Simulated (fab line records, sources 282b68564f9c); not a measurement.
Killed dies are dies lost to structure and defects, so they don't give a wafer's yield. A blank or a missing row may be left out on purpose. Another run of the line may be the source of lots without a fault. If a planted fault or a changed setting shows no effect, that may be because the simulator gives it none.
Tool commonality check :: flow rit_cmos :: Sample size 14 lots and 42 wafers

== REASON IT WAS OPENED ==
RIT_ACTIVE_THK_MEAS_02, reading ACTIVE_OXIDE_THK: flagged on 3 of 14 lots. Fault-free wafers read 46.5 nm, with a standard deviation of 0.72.
Rule: a lot gets a flag if all its wafers with a number sit over 4 standard deviations from that mean, or if no wafer of it has a number. As for the other lots, they are considered sound.

lot: L494
measured: day 1 12:23
on: film_metro-03
ACTIVE_OXIDE_THK (nm), wafer by wafer: 46.7 47.1 46.8
flag: 

lot: L495
measured: day 1 19:00
on: film_metro-02
ACTIVE_OXIDE_THK (nm), wafer by wafer: 46.4 46.8 46.6
flag: 

lot: L497
measured: day 2 03:42
on: film_metro-02
ACTIVE_OXIDE_THK (nm), wafer by wafer: 47.3 46.7 47.8
flag: 

lot: L502
measured: day 3 07:47
on: film_metro-02
ACTIVE_OXIDE_THK (nm), wafer by wafer: 31.8 31.0 31.3
flag: FLAGGED

lot: L503
measured: day 3 09:59
on: film_metro-01
ACTIVE_OXIDE_THK (nm), wafer by wafer: 31.0 30.5 30.5
flag: FLAGGED

lot: L504
measured: day 3 15:36
on: film_metro-01
ACTIVE_OXIDE_THK (nm), wafer by wafer: 31.0 31.8 31.5
flag: FLAGGED

lot: L508
measured: day 4 10:17
on: film_metro-03
ACTIVE_OXIDE_THK (nm), wafer by wafer: 46.6 47.4 46.2
flag: 

lot: L510
measured: day 4 20:42
on: film_metro-02
ACTIVE_OXIDE_THK (nm), wafer by wafer: 45.3 45.8 45.2
flag: 

lot: L511
measured: day 5 02:36
on: film_metro-01
ACTIVE_OXIDE_THK (nm), wafer by wafer: 47.7 47.4 47.3
flag: 

lot: L513
measured: day 5 13:25
on: film_metro-02
ACTIVE_OXIDE_THK (nm), wafer by wafer: 46.5 46.7 46.5
flag: 

lot: L514
measured: day 5 16:04
on: film_metro-01
ACTIVE_OXIDE_THK (nm), wafer by wafer: 45.6 45.1 46.1
flag: 

lot: L515
measured: day 5 21:47
on: film_metro-02
ACTIVE_OXIDE_THK (nm), wafer by wafer: 47.1 46.9 47.0
flag: 

lot: L516
measured: day 6 04:11
on: film_metro-02
ACTIVE_OXIDE_THK (nm), wafer by wafer: 47.4 46.5 46.3
flag: 

lot: L517
measured: day 6 07:03
on: film_metro-02
ACTIVE_OXIDE_THK (nm), wafer by wafer: 47.0 46.6 46.1
flag: 
On average the flagged lots' numbers are 31.2 nm, which is -15.3 nm against the usual, or -21 standard deviations.

== EACH LOT AND THE TOOL IT RAN ON ==
The record holds 1 process step before the reading, out of a route of 202 steps. Every cell lists first the tool, next ch and the chambers used by the sampled wafers, and last the start.
lot: L494
flag: 
RIT_ACTIVE_OXIDATION_01: furnace-01 ch 0, day 1 10:28

lot: L495
flag: 
RIT_ACTIVE_OXIDATION_01: furnace-04 ch 0, day 1 17:04

lot: L497
flag: 
RIT_ACTIVE_OXIDATION_01: furnace-03 ch 0, day 2 01:46

lot: L502
flag: FLAGGED
RIT_ACTIVE_OXIDATION_01: furnace-01 ch 0, day 3 05:51

lot: L503
flag: FLAGGED
RIT_ACTIVE_OXIDATION_01: furnace-01 ch 0, day 3 08:02

lot: L504
flag: FLAGGED
RIT_ACTIVE_OXIDATION_01: furnace-01 ch 0, day 3 13:40

lot: L508
flag: 
RIT_ACTIVE_OXIDATION_01: furnace-03 ch 0, day 4 08:21

lot: L510
flag: 
RIT_ACTIVE_OXIDATION_01: furnace-04 ch 0, day 4 18:46

lot: L511
flag: 
RIT_ACTIVE_OXIDATION_01: furnace-04 ch 0, day 5 00:38

lot: L513
flag: 
RIT_ACTIVE_OXIDATION_01: furnace-04 ch 0, day 5 11:29

lot: L514
flag: 
RIT_ACTIVE_OXIDATION_01: furnace-04 ch 0, day 5 14:07

lot: L515
flag: 
RIT_ACTIVE_OXIDATION_01: furnace-04 ch 0, day 5 19:52

lot: L516
flag: 
RIT_ACTIVE_OXIDATION_01: furnace-03 ch 0, day 6 02:14

lot: L517
flag: 
RIT_ACTIVE_OXIDATION_01: furnace-03 ch 0, day 6 05:07
These steps, and what they do:
- RIT_ACTIVE_OXIDATION_01: target thk 46.8 nm, ox time 3360 s.
- RIT_ACTIVE_THK_MEAS_02

== FLAGGED OVER TOTAL, TOOL BY TOOL (the gauges that took the reading come last) ==
step: RIT_ACTIVE_OXIDATION_01
tool: furnace-01
lots run: 4
flagged: 3
share of the flagged lots: all
sound lots run after its first flagged lot: 0

step: RIT_ACTIVE_OXIDATION_01
tool: furnace-03
lots run: 4
flagged: 0
share of the flagged lots: none
sound lots run after its first flagged lot: -

step: RIT_ACTIVE_OXIDATION_01
tool: furnace-04
lots run: 6
flagged: 0
share of the flagged lots: none
sound lots run after its first flagged lot: -

step: RIT_ACTIVE_THK_MEAS_02
tool: film_metro-01
lots run: 4
flagged: 2
share of the flagged lots: some
sound lots run after its first flagged lot: 2 (L511,L514)

step: RIT_ACTIVE_THK_MEAS_02
tool: film_metro-02
lots run: 8
flagged: 1
share of the flagged lots: some
sound lots run after its first flagged lot: 5 (L510,L513,L515,L516,L517)

step: RIT_ACTIVE_THK_MEAS_02
tool: film_metro-03
lots run: 2
flagged: 0
share of the flagged lots: none
sound lots run after its first flagged lot: -

== THE TABLE: WHAT IT ALLOWS ==
In the table, 1 row covers all flagged lots: furnace-01 at RIT_ACTIVE_OXIDATION_01.
- furnace-01 at RIT_ACTIVE_OXIDATION_01 ran 4 lots, 3 of them flagged. Last sound lot L494 at day 1 10:28, first flagged lot L502 at day 3 05:51; a fault beginning in between fits. Its own readings lie more than 4 standard deviations out on every wafer of the flagged lots: spike_tc_centre_C, spike_tc_load_C, spike_tc_source_C, tube_center_temp_C, tube_center_temp_C_max.
What remains is a single tool, furnace-01 at RIT_ACTIVE_OXIDATION_01.

== WHAT THE SIMULATOR HAD PUT IN ==
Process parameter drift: furnace-01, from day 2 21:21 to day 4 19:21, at RIT_ACTIVE_OXIDATION_01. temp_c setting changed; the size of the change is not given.
Struck lots among those shown: L502, L503, L504. Same finding as the rule above.
